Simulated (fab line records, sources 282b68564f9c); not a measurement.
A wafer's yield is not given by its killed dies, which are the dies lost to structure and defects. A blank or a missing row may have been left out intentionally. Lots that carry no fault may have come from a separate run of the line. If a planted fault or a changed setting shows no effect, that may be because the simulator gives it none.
Which tool is to blame? + flow rit-cmos + 15 lots, 45 wafers sampled, at 3 steps of a route of 202

## WHAT THE GAUGES SHOWED, per wafer
RIT_SILICIDE_THK_MEAS_03: measures by xrf.
| lot  | measured    | on            | SILICIDE_TI_THK (nm) |
|------|-------------|---------------|----------------------|
| L841 | day 3 05:43 | film-metro-01 | 31.3 31.5 31.0       |
| L844 | day 3 22:31 | film-metro-01 | 30.9 30.7 30.8       |
| L843 | day 3 22:52 | film-metro-03 | 30.6 30.6 30.6       |
| L846 | day 4 04:38 | film-metro-04 | 30.5 30.9 30.6       |
| L847 | day 4 16:44 | film-metro-01 | 31.0 31.1 31.3       |
| L849 | day 4 22:28 | film-metro-01 | 31.3 31.1 31.1       |
| L850 | day 5 04:18 | film-metro-01 | 31.2 30.9 31.6       |
| L852 | day 5 13:16 | film-metro-03 | 31.3 31.0 31.6       |
| L853 | day 5 16:29 | film-metro-03 | 31.0 30.8 30.8       |
| L854 | day 5 22:14 | film-metro-01 | 31.5 31.3 31.4       |
| L855 | day 6 00:50 | film-metro-01 | 30.8 30.6 30.7       |
| L856 | day 6 05:33 | film-metro-01 | 30.9 30.6 31.0       |
| L861 | day 7 07:05 | film-metro-01 | 30.9 30.9 31.1       |
| L863 | day 7 17:37 | film-metro-03 | 31.2 31.0 31.7       |
| L864 | day 7 21:19 | film-metro-01 | 30.6 30.5 30.6       |

RIT_M1_CD_MEAS_09: target cd 2600 nm.
| lot  | measured    | on        | cd-nm (nm)           |
|------|-------------|-----------|----------------------|
| L841 | day 3 09:49 | cd-sem-01 | 2601.3 2601.5 2599.5 |
| L844 | day 4 02:41 | cd-sem-01 | 2600.2 2596.3 2598.5 |
| L843 | day 4 02:59 | cd-sem-02 | 2600.8 2600.8 2603.3 |
| L846 | day 4 08:44 | cd-sem-02 | 2602.2 2600.9 2602.4 |
| L847 | day 4 20:46 | cd-sem-02 | 2602.7 2602.1 2600.2 |
| L849 | day 5 02:24 | cd-sem-02 | 2602.6 2602.9 2601.1 |
| L850 | day 5 08:19 | cd-sem-01 | 2596.4 2597.4 2600.4 |
| L852 | day 5 17:28 | cd-sem-02 | 2598.5 2599.0 2600.3 |
| L853 | day 5 20:53 | cd-sem-02 | 2601.0 2602.5 2598.8 |
| L854 | day 6 02:36 | cd-sem-01 | 2601.3 2598.7 2600.6 |
| L855 | day 6 04:51 | cd-sem-02 | 2597.8 2596.6 2597.8 |
| L856 | day 6 09:41 | cd-sem-01 | 2598.3 2600.1 2603.0 |
| L861 | day 7 11:10 | cd-sem-02 | 2599.2 2600.0 2602.3 |
| L863 | day 7 21:40 | cd-sem-01 | 2599.3 2599.7 2598.4 |
| L864 | day 8 01:28 | cd-sem-01 | 2600.8 2603.0 2600.6 |

## TOOL THAT RAN EACH LOT (tool first, then ch and the chambers of the sampled wafers, then the start)
| lot  | RIT_CONTACT_STRIP_12                |
|------|-------------------------------------|
| L841 | plasma-asher-02 ch 0,1, day 3 07:32 |
| L844 | plasma-asher-02 ch 0,1, day 4 00:26 |
| L843 | plasma-asher-04 ch 0,1, day 4 00:48 |
| L846 | plasma-asher-04 ch 0,1, day 4 06:37 |
| L847 | plasma-asher-01 ch 0,1, day 4 18:35 |
| L849 | plasma-asher-01 ch 0,1, day 5 00:24 |
| L850 | plasma-asher-04 ch 0,1, day 5 06:09 |
| L852 | plasma-asher-02 ch 0,1, day 5 15:19 |
| L853 | plasma-asher-01 ch 0,1, day 5 18:49 |
| L854 | plasma-asher-01 ch 0,1, day 6 00:20 |
| L855 | plasma-asher-02 ch 0,1, day 6 02:49 |
| L856 | plasma-asher-01 ch 0,1, day 6 07:29 |
| L861 | plasma-asher-04 ch 0,1, day 7 09:11 |
| L863 | plasma-asher-02 ch 0,1, day 7 19:37 |
| L864 | plasma-asher-02 ch 0,1, day 7 23:19 |
- RIT_CONTACT_STRIP_12: strips in O2, time 180 s.

## AS READ BY THE TOOLS THEMSELVES (means over the sampled wafers that have a number; for cases with no such wafer, the mark the record gives instead)
RIT_CONTACT_STRIP_12.
| lot  | tool            | drypump-motor-current-A (A) | run-length-s (s) |
|------|-----------------|-----------------------------|------------------|
| L841 | plasma-asher-02 | 5.6                         | 207.9            |
| L844 | plasma-asher-02 | 5.2                         | 208.3            |
| L843 | plasma-asher-04 | 5.3                         | 208.0            |
| L846 | plasma-asher-04 | 5.3                         | 208.2            |
| L847 | plasma-asher-01 | 5.8                         | 208.7            |
| L849 | plasma-asher-01 | 5.8                         | 208.4            |
| L850 | plasma-asher-04 | 5.3                         | 208.0            |
| L852 | plasma-asher-02 | 5.2                         | 208.2            |
| L853 | plasma-asher-01 | 5.7                         | 208.2            |
| L854 | plasma-asher-01 | 5.8                         | 208.2            |
| L855 | plasma-asher-02 | 5.2                         | 208.1            |
| L856 | plasma-asher-01 | 5.7                         | 208.1            |
| L861 | plasma-asher-04 | 5.5                         | 207.9            |
| L863 | plasma-asher-02 | 5.6                         | 208.1            |
| L864 | plasma-asher-02 | 5.5                         | 208.1            |

## THE ANSWER, worked out from the rows above alone
Rule: the lots themselves supply what counts as usual. Put in order of their means at a reading, lots are off if they are a third of the lots or fewer, leave a main group of 4 or more, and stand apart from it by a gap of 3 or more times the standard deviation of the main group's means; of several such gaps the widest counts. If all means in a main group match to the digits the tables above print for the reading, that group is not used. A lot without any number at a reading at which 4 lots or more have one is off too. Any other lot the step has rows for is counted as sound. First the gauges in route order, then the tools' own readings, where a lot's mean is used as printed above. At the first step where some lot is off, the reading lying furthest off is the one used; lots without a number count as furthest.
No lot is off at any reading shown: from this, nothing can be told.

## WHAT THE SIMULATOR HAD PUT IN
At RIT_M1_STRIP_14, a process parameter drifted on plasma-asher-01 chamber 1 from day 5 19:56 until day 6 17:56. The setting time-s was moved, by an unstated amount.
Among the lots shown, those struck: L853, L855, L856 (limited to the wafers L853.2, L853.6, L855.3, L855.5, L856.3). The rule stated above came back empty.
